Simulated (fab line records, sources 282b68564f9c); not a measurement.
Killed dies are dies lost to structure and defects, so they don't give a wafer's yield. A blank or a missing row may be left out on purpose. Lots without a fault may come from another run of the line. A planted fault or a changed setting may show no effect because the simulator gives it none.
Problem report in the 8D (eight disciplines) form, filled by code | flow rit_cmos | the parts of the form that need people (team, actions taken, sign-off) are left out

1. THE PROBLEM
spin_speed_rpm at RIT_M1_COAT_04 reads a mean of 1713.6 rpm on 6 wafers of 2 lots; wafers without a fault read 2000.3 rpm with a standard deviation of 1.1. That is -99 or more standard deviations from the usual mean.
The step: resist thk 1300 nm.
First seen on wafer L605.1, day 7 05:04, on litho_track-03. The record holds 42 wafers of 14 lots with a number at this step. Rule for "out", or "out of limits": more than 4 standard deviations from the usual mean. The other wafers with a number count as sound.

2. WHAT IT IS AND WHAT IT IS NOT
question                    | is                     | is not
which readings at this step | spin_speed_rpm         | exhaust_pa
which lots                  | L605, L606             | L587, L588, L589, L590, L591, L593, L594, L595, L596, L599, L600, L609
which wafers of those lots  | all that have a number | -
read on which tools         | litho_track-03         | litho_track-02, litho_track-04
when                        | from day 7 05:04       | up to then (33 sound wafers); but 3 sound wafers of L609 came after

3. SUSPECTS, AND WHAT RULES EACH OUT
Counting: a tool at a process step up to the reading stays a suspect if it ran every lot that is out and no sound lot after the first of them.
- litho_track-03 at RIT_M1_COAT_04 (resist thk 1300 nm): kept. It ran every lot that is out, first L605 (day 7 05:04), and no sound lot after that; its last sound lot up to then is L600 (day 6 04:32). Its own readings are out on those wafers: spin_speed_rpm.
Left after counting: litho_track-03 at RIT_M1_COAT_04.

4. THE CAUSE (what the simulator had put in)
Process parameter drift: litho_track-03, from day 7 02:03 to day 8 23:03, at RIT_M1_COAT_04. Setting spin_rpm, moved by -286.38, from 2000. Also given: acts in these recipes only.
Counting left only this tool.

5. THE CHAIN OF EFFECTS, in route order
Each row: a reading whose mean over the struck wafers that have a number lies more than 3 standard deviations from the usual. Only readings for which the record gives a usual standard deviation are gone through. hours: the time from each lot's start at the first step in this table that gives one to its start at this step, as a median over the lots. sigmas: the change in usual standard deviations.
hours | step           | reading        | usual      | on struck wafers | change | sigmas
0     | RIT_M1_COAT_04 | spin_speed_rpm | 2000.3 rpm | 1713.6           | -286.7 | -99 or more
The process steps in it:
- RIT_M1_COAT_04: resist thk 1300 nm.
Later measuring or inspecting steps at which every struck wafer that the step has a row for has a number for every such reading, and none has moved that far: RIT_M1_CD_MEAS_09.

6. WHAT WOULD HAVE CAUGHT IT SOONER
In this record the first reading out of limits was taken at day 7 05:04, 3 hours after the fault began at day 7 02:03.
